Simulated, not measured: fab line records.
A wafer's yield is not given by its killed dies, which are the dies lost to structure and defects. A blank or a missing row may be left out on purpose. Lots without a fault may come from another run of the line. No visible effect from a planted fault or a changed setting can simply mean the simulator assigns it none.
Problem report, 8D (eight disciplines) form, completed by code | flow rit cmos | the parts of the form that need people (team, actions taken, sign-off) are left out

1. THE ISSUE
Mean of rf fwd power W at RIT_CONTACT_CVD_00: 348.6 W across 2 wafers in 2 lots; on wafers with no fault it is 397.2 W (standard deviation 1.4). Measured from the usual mean, that is -35 standard deviations.
The step: deposits SiO2 from TEOS, target thk 400 nm, time 61 s.
First seen on wafer L863.6, day 4 16:23, on pecvd-04. Wafers with a number at this step in the record: 39, from 13 lots. By rule, "out" or "out of limits" means more than 4 standard deviations away from the usual mean. Any other wafer with a number is counted as sound.

2. WHAT THIS IS AND IS NOT
question                    | is               | is not
which readings at this step | rf fwd power W   | heater power w
which lots                  | L863, L867       | L857, L858, L861, L870, L871, L873, L874, L876, L878, L879, L880
which wafers of those lots  | L863.6, L867.1   | L863.2, L863.4, L867.3, L867.6
read on which tools         | pecvd-04         | pecvd-02, pecvd-03
when                        | from day 4 16:23 | up to then (11 sound wafers); but 26 sound wafers of L867, L870, L871, L873, L874, L876, L878, L879, L880 came after

3. WHAT RULES OUT EACH SUSPECT
Counting: if a tool at a process step up to the reading ran every lot that is out, it stays a suspect. Sound lots after the first of them don't rule it out here, since some wafers of a struck lot are sound.
- pecvd-04 at RIT_CONTACT_CVD_00 (deposits SiO2 from TEOS, target thk 400 nm, time 61 s): kept. Ran every lot that is out, first one L863 (day 4 16:23); last sound lot up to then L857 (day 3 07:21). Out on those wafers are its own readings of rf fwd power W.
- Within pecvd-04 at RIT_CONTACT_CVD_00: the wafers that are out ran in chamber 2; their sound lot-mates ran in chambers 0, 1.
After counting, what remains is pecvd-04 at RIT_CONTACT_CVD_00.

4. THE CAUSE (what the simulator had put in)
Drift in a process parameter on pecvd-04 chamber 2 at RIT_CONTACT_CVD_00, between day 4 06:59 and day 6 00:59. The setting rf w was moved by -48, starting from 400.
Only this tool survived the counting.

5. SEQUENCE OF EFFECTS, ordered by route
One row per reading whose mean, taken over the struck wafers that have a number, lies over 3 standard deviations from the usual. Scope: only readings with a usual standard deviation given in the record; hours: median across lots of the time from each lot's start at the first step in this table that gives one to its start at this step; sigmas: change in usual standard deviations.
hours | step               | reading        | usual   | on struck wafers | change | sigmas
0     | RIT_CONTACT_CVD_00 | rf fwd power W | 397.2 W | 348.6            | -48.6  | -35
The process steps in it:
- RIT_CONTACT_CVD_00: deposits SiO2 from TEOS, target thk 400 nm, time 61 s.

6. HOW IT WOULD HAVE BEEN CAUGHT EARLIER
9 hours passed between the start of the fault at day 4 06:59 and the first reading out of limits in this record, taken at day 4 16:23.
